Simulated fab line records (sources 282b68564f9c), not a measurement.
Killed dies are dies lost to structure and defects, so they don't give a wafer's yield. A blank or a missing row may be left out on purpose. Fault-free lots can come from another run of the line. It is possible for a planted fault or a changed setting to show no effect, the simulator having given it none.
A struck lot beside a sound one | flow rit cmos | 27 steps out of a route of 202
Sound: wafers L686.1, L686.2, L686.4. Struck: wafer L694.4. (L694.2, L694.6 of the same lot were not struck and are left out.) The cause comes at the end.
For every step that has rows: the tool of each side, followed by ch and its chambers, followed by its first start. Under that, the readings that differ: sound wafers | struck wafers | difference of the means | sigmas: that difference in standard deviations of wafers without a fault.
alike: words and numbers the same on both sides, and readings whose means are apart by under 2 such deviations; not compared: readings that were withheld, readings missing a value for some wafer, numbers with overlapping values and no deviation given by the record, and bounds like >300 which may hide the same value.
A row with sigmas, a row that says differs or no value, or rows on one side alone: a step with any of these is where the two part. Numbers that don't overlap but have no deviation are shown without sigmas and don't part them. A reading that every wafer of one side lacks parts them only if that side has two wafers or more.

first, 4 steps without rows for these wafers: RIT_CONTACT_SOFTBAKE_04 (time 60 s); RIT_CONTACT_EXPOSE_05 (exposes mask M11, target cd 1000 nm); RIT_CONTACT_PEB_06; RIT_CONTACT_DEVELOP_07 (develop time 124.3 s).
RIT_CONTACT_CD_MEAS_08: the cd target is 1000 nm.
  sound on cd sem-02 at day 3 09:05; struck on cd sem-02 at day 5 00:11
  reading    | sound                | struck | difference | sigmas
  cd nm (nm) | 1000.3 1000.2 1002.2 | 995.9  | -5.0       | -2
RIT_CONTACT_OVL_MEAS_09:
  sound on overlay-01 at day 3 09:13; struck on overlay-02 at day 5 00:17
  alike: CONTACT_OVL
then, 1 step without rows for these wafers: RIT_CONTACT_HARDBAKE_10 (time 60 s).
RIT_CONTACT_ETCH_11: etches SiO2 in CHF3/CF4/Ar, stops on TiSi2, target depth 480 nm, time 320 s.
  sound on rie diel-03 ch 0,1,2, day 3 09:23; struck on rie diel-04 ch 0, day 5 00:28
  reading                     | sound          | struck | difference | sigmas
  drypump motor current A (A) | 6.30 6.23 5.76 | 5.54   | -0.56      | -2
  alike: O2_flow_sccm, oes product au, throttle valve pct
  not compared: rf hours counter h
RIT_CONTACT_STRIP_12: strips in O2, time 180 s.
  sound on plasma asher-03 ch 0,1, day 3 09:35; struck on plasma asher-03 ch 1, day 5 00:40
  alike: drypump motor current A
  not compared: rf hours counter h
RIT_CONTACT_CD_MEAS_90: the cd target is 1000 nm.
  sound on cd sem-02 at day 3 09:46; struck on cd sem-01 at day 5 00:52
  reading    | sound                | struck | difference | sigmas
  cd nm (nm) | 1001.2 1000.4 1002.6 | 996.1  | -5.3       | -3
then, 2 steps without rows for these wafers: RIT_CONTACT_CLEAN_13 (cleans in SC1, time 600 s); RIT_CONTACT_CLEAN_14 (cleans in SC2, time 600 s).
RIT_M1_SPUTTER_00: material Al, target thk 400 nm, time 500 s.
  sound on pvd sputter-03 at day 3 10:15; struck on pvd sputter-03 at day 5 01:19
  reading                               | sound                | struck | difference | sigmas
  chamber pressure pa (Pa)              | 0.4018 0.4005 0.4004 | 0.4551 | +0.0542    | +74
  model.Al_of_M1_SPUTTER_00.thk nm (nm) | 398.4 398.3 395.7    | 389    | -8         |
  alike: throttle valve pct
RIT_M1_RS_MEAS_01: the measuring method here is four-point-probe.
  sound on film metro-03 at day 3 10:32; struck on film metro-01 at day 5 01:38
  reading           | sound                | struck | difference | sigmas
  M1_AL_RS (ohm/sq) | 0.0738 0.0738 0.0743 | 0.0763 | +0.0023    | +4
RIT_M1_THK_MEAS_02: measures by xrf.
  sound on film metro-03 at day 3 10:40; struck on film metro-01 at day 5 01:45
  reading        | sound       | struck | difference | sigmas
  M1_AL_THK (nm) | 395 393 390 | 382    | -11        | -3
then, 6 steps without rows for these wafers: RIT_M1_HMDS_03 (prime time 60 s); RIT_M1_COAT_04 (resist thk 1300 nm); RIT_M1_SOFTBAKE_05 (time 60 s); RIT_M1_EXPOSE_06 (exposes mask M12, target cd 2600 nm); RIT_M1_PEB_07; RIT_M1_DEVELOP_08 (develop time 68 s).
RIT_M1_CD_MEAS_09: the cd target is 2600 nm.
  sound on cd sem-02 at day 3 11:36; struck on cd sem-02 at day 5 02:49
  alike: cd nm
RIT_M1_OVL_MEAS_10:
  sound on overlay-02 at day 3 11:43; struck on overlay-02 at day 5 02:56
  alike: M1_OVL
then, 1 step without rows for these wafers: RIT_M1_HARDBAKE_11 (time 120 s).
RIT_M1_METAL_ETCH_12: etches Al in Cl2/BCl3, stops on SiO2, time 165 s, target depth 600 nm.
  sound on rie metal-04 ch 0,1, day 3 12:01; struck on rie metal-03 ch 0, day 5 03:13
  reading                        | sound             | struck | difference | sigmas
  oes product au (a.u.)          | 0.785 0.783 0.784 | 0.754  | -0.030     | -3
  model.etch.depth nm (nm)       | 398.4 398.3 395.7 | 389    | -8         |
  model.M1.feature depth nm (nm) | 428.6 428.8 426.2 | 420.5  | -7.4       |
  alike: drypump motor current A, throttle valve pct
  not compared: rf hours counter h
then, 1 step without rows for these wafers: RIT_M1_STRIP_13 (strips in nmp, time 600 s).
RIT_M1_PROBE_99:
  sound on prober-02 at day 3 15:26; struck on prober-02 at day 5 07:11
  reading                  | sound                  | struck | difference | sigmas
  model.etest.m1.rs ohm sq | 0.0724 0.07277 0.07316 | 0.0745 | +0.0017    |
  alike: defect limited yield, killed_at_M0_to_M3, killed at contacts, killed at front end, killed dies, killed on rim, killed open, killed short, sort_bin_3_pad_short, sort_bin_5_function, sort_bin_6_memory, sort n pass, sort yield pct

== WHERE THEY PART ==
Last at RIT_M1_METAL_ETCH_12 as far as this record goes, first at RIT_CONTACT_CD_MEAS_08. Later steps at which nothing parts them and some readings are alike: RIT_M1_PROBE_99.

WHY: what the simulator had put in
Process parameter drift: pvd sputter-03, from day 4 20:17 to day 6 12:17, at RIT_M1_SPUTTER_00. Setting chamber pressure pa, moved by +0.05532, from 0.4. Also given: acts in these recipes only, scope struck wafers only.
